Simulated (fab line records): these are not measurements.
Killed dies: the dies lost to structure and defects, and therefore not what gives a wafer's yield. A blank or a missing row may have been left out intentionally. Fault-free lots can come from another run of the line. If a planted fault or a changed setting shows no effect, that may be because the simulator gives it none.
Code-filled problem report in 8D (eight disciplines) form + flow rit_cmos + the parts of the form that need people (team, actions taken, sign-off) are left out

== 1. THE PROBLEM ==
Mean of oes_product_au at RIT_GATE_ETCH_19: 0.742 a.u. across 6 wafers in 2 lots; on wafers with no fault it is 0.857 a.u. (standard deviation 0.011). Relative to the usual mean, that is a shift of -10 standard deviations.
The step: etches poly-Si in SF6/CHF3/O2, stops on SiO2, time 165 s, target depth 312.5 nm.
The first sign was on wafer L717.1 at day 6 01:26, on rie_si-01. Wafers with a number at this step in the record: 42, from 14 lots. The rule behind "out" and "out of limits": a value lying over 4 standard deviations away from the usual mean. The rest of the wafers with a number are treated as sound.

== 2. WHAT IT IS, WHAT IT ISN'T ==
| question                    | is                     | is not                                                                            |
|-----------------------------|------------------------|-----------------------------------------------------------------------------------|
| which readings at this step | oes_product_au         | SF6_flow_sccm, drypump_motor_current_A, he_backside_leak_sccm, throttle_valve_pct |
| which lots                  | L717, L719             | L700, L701, L702, L703, L704, L705, L706, L707, L709, L712, L713, L714            |
| which wafers of those lots  | all that have a number | -                                                                                 |
| read on which tools         | rie_si-01              | rie_si-02                                                                         |
| when                        | from day 6 01:26       | up to then (36 sound wafers)                                                      |

== 3. SUSPECTS, AND WHAT RULES EACH OUT ==
Counting: any tool at a process step up to the reading is kept as a suspect provided that every lot that is out went through it and no sound lot did after the first of them.
- rie_si-01 at RIT_GATE_ETCH_19 (etches poly-Si in SF6/CHF3/O2, stops on SiO2, time 165 s, target depth 312.5 nm): kept. It ran every lot that is out, first L717 (day 6 01:26), and no sound lot after that; its last sound lot up to then is L713 (day 5 05:50). Its own oes_product_au readings are out on those wafers.
Left after counting: rie_si-01 at RIT_GATE_ETCH_19.

== 4. THE CAUSE (what the simulator had put in) ==
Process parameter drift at RIT_GATE_ETCH_19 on rie_si-01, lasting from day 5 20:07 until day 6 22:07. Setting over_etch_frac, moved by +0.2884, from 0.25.
This tool alone remained once counting was done.

== 5. THE EFFECT CHAIN, in route order ==
Each row: a reading where the mean over the struck wafers with a number is more than 3 standard deviations away from the usual. Readings are gone through only where the record gives a usual standard deviation; hours: the median, over the lots, of the time from a lot's start at the first step in this table giving one to that lot's start at this step; sigmas: the change measured in usual standard deviations.
| hours | step             | reading        | usual      | on struck wafers | change | sigmas |
|-------|------------------|----------------|------------|------------------|--------|--------|
| 0     | RIT_GATE_ETCH_19 | oes_product_au | 0.857 a.u. | 0.742            | -0.115 | -10    |
Here are the process steps it includes:
- RIT_GATE_ETCH_19: etches poly-Si in SF6/CHF3/O2, stops on SiO2, time 165 s, target depth 312.5 nm.

== 6. HOW IT WOULD HAVE BEEN CAUGHT EARLIER ==
In this record no reading fell out of limits until day 6 01:26, 5 hours after the fault had begun at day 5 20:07.
